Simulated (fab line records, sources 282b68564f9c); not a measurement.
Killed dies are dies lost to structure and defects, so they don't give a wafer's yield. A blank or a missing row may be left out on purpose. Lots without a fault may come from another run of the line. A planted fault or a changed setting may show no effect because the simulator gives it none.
Problem report in the 8D (eight disciplines) form, filled by code | flow rit_cmos | the parts of the form that need people (team, actions taken, sign-off) are left out

1. THE PROBLEM
tilt_deg at RIT_PWELL_IMPLANT_08 reads a mean of 4.442 degrees on 6 wafers of 2 lots; wafers without a fault read 7.000 degrees with a standard deviation of 0.02. That is -99 or more standard deviations from the usual mean.
First seen on wafer L602.2, day 6 02:20, on implanter-04. The record holds 42 wafers of 14 lots with a number at this step. Rule for "out", or "out of limits": more than 4 standard deviations from the usual mean. The other wafers with a number count as sound.

2. WHAT IT IS AND WHAT IT IS NOT
question                    | is                     | is not
which readings at this step | tilt_deg               | -
which lots                  | L602, L604             | L582, L583, L584, L585, L586, L587, L588, L589, L590, L591, L592, L593
which wafers of those lots  | all that have a number | -
read on which tools         | implanter-04           | implanter-01, implanter-02
when                        | from day 6 02:20       | up to then (36 sound wafers)

3. SUSPECTS, AND WHAT RULES EACH OUT
Counting: a tool at a process step up to the reading stays a suspect if it ran every lot that is out and no sound lot after the first of them.
- implanter-04 at RIT_PWELL_IMPLANT_08: kept. It ran every lot that is out, first L602 (day 6 02:20), and no sound lot after that; its last sound lot up to then is L592 (day 4 00:36). Its own readings are out on those wafers: tilt_deg.
Left after counting: implanter-04 at RIT_PWELL_IMPLANT_08.

4. THE CAUSE (what the simulator had put in)
Process parameter drift: implanter-04, from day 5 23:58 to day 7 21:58, at RIT_PWELL_IMPLANT_08. Setting tilt_deg, moved by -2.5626, from 7. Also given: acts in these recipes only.
Counting left only this tool.

5. THE CHAIN OF EFFECTS, in route order
Each row: a reading whose mean over the struck wafers that have a number lies more than 3 standard deviations from the usual. Only readings for which the record gives a usual standard deviation are gone through. hours: the time from each lot's start at the first step in this table that gives one to its start at this step, as a median over the lots. sigmas: the change in usual standard deviations.
hours | step                 | reading  | usual         | on struck wafers | change | sigmas
0     | RIT_PWELL_IMPLANT_08 | tilt_deg | 7.000 degrees | 4.442            | -2.558 | -99 or more
The process steps in it:
- RIT_PWELL_IMPLANT_08

6. WHAT WOULD HAVE CAUGHT IT SOONER
In this record the first reading out of limits was taken at day 6 02:20, 2 hours after the fault began at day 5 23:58.
